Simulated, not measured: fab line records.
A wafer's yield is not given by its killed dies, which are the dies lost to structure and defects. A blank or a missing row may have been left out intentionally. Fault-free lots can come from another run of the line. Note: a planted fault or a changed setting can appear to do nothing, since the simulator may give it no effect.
Which tool did it? :: flow rit cmos :: at 1 step of a route of 202, 14 lots with 42 wafers sampled

WHAT THE GAUGES SHOWED, per wafer
The record holds no reading of a measuring or inspecting step that can be judged against a usual standard deviation.

WHAT TOOL EACH LOT RAN ON (gives the tool, then ch and the chambers of the sampled wafers, and finally the start)
lot: L746
RIT_PLDD_STRIP_09: plasma asher-04 ch 0,1, day 2 23:51

lot: L747
RIT_PLDD_STRIP_09: plasma asher-01 ch 0,1, day 3 05:50

lot: L748
RIT_PLDD_STRIP_09: plasma asher-01 ch 0,1, day 3 10:13

lot: L749
RIT_PLDD_STRIP_09: plasma asher-01 ch 0,1, day 3 13:49

lot: L750
RIT_PLDD_STRIP_09: plasma asher-04 ch 0,1, day 3 20:39

lot: L751
RIT_PLDD_STRIP_09: plasma asher-01 ch 0,1, day 4 01:01

lot: L752
RIT_PLDD_STRIP_09: plasma asher-01 ch 0,1, day 4 05:31

lot: L753
RIT_PLDD_STRIP_09: plasma asher-01 ch 0,1, day 4 07:57

lot: L759
RIT_PLDD_STRIP_09: plasma asher-04 ch 0,1, day 5 17:59

lot: L760
RIT_PLDD_STRIP_09: plasma asher-01 ch 0,1, day 5 20:13

lot: L762
RIT_PLDD_STRIP_09: plasma asher-04 ch 0,1, day 6 05:26

lot: L763
RIT_PLDD_STRIP_09: plasma asher-03 ch 0,1, day 6 13:10

lot: L766
RIT_PLDD_STRIP_09: plasma asher-04 ch 0,1, day 7 00:57

lot: L767
RIT_PLDD_STRIP_09: plasma asher-03 ch 0, day 7 07:12
- RIT_PLDD_STRIP_09: strips in O2, time 180 s.

AS READ BY THE TOOLS THEMSELVES (means over the sampled wafers that have a number; for cases with no such wafer, the mark the record gives instead)
RIT_PLDD_STRIP_09.
lot: L746
tool: plasma asher-04
drypump motor current A (A): 6.07
o2 flow sccm (sccm): 3994

lot: L747
tool: plasma asher-01
drypump motor current A (A): 6.02
o2 flow sccm (sccm): 3994

lot: L748
tool: plasma asher-01
drypump motor current A (A): 6.02
o2 flow sccm (sccm): 4005

lot: L749
tool: plasma asher-01
drypump motor current A (A): 6.02
o2 flow sccm (sccm): 4001

lot: L750
tool: plasma asher-04
drypump motor current A (A): 6.10
o2 flow sccm (sccm): 4004

lot: L751
tool: plasma asher-01
drypump motor current A (A): 6.04
o2 flow sccm (sccm): 3990

lot: L752
tool: plasma asher-01
drypump motor current A (A): 6.05
o2 flow sccm (sccm): 3998

lot: L753
tool: plasma asher-01
drypump motor current A (A): 6.19
o2 flow sccm (sccm): 2002

lot: L759
tool: plasma asher-04
drypump motor current A (A): 6.07
o2 flow sccm (sccm): 3987

lot: L760
tool: plasma asher-01
drypump motor current A (A): 6.18
o2 flow sccm (sccm): 2001

lot: L762
tool: plasma asher-04
drypump motor current A (A): 6.10
o2 flow sccm (sccm): 3998

lot: L763
tool: plasma asher-03
drypump motor current A (A): 6.37
o2 flow sccm (sccm): 4001

lot: L766
tool: plasma asher-04
drypump motor current A (A): 6.08
o2 flow sccm (sccm): 4004

lot: L767
tool: plasma asher-03
drypump motor current A (A): 6.51
o2 flow sccm (sccm): 4003

THE ANSWER, worked out from the rows above alone
Rule: usual is defined by the lots themselves. The widest of any qualifying gaps counts: lots, ordered by their means at a reading, are off when they make up no more than a third of the lots, leave a main group of 4 or more, and stand apart from it by 3 or more times the standard deviation of that group's means. Not used: any main group whose means are identical at the precision the tables above print for the reading. Also off: a lot with no number at a reading for which 4 or more lots have one. The other lots that the step has rows for count as sound. First the gauges in route order, then the tools' own readings, where a lot's mean is used as printed above. At the first step where some lot is off, the reading lying furthest off is the one used; lots without a number count as furthest.
Off: L753, L760, at RIT_PLDD_STRIP_09 (o2 flow sccm). Mean 3998 sccm and standard deviation 5.6 in the main group.
A tool fits if, at that step or a process step before it, it ran every lot that is off, and no sound lot after the first of them. One candidate fits, namely plasma asher-01 at RIT_PLDD_STRIP_09. A fault onset in the window from L752 (day 4 05:31, its last sound lot) to L753 (day 4 07:57, its first lot off) fits.
The tool's own readings at RIT_PLDD_STRIP_09 bear it out: on the lots that are off they differ by more than 5 times the standard deviation of the sound lots' means. o2 flow sccm reads 2002 sccm there against 3998 sccm on the sound lots.

WHAT THE SIMULATOR PUT IN
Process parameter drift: plasma asher-01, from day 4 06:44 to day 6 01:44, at RIT_PLDD_STRIP_09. A move of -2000 in setting o2 flow sccm, from 4000. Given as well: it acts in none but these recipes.
Lots struck among those shown: L753, L760. The rule given above showed the same thing.
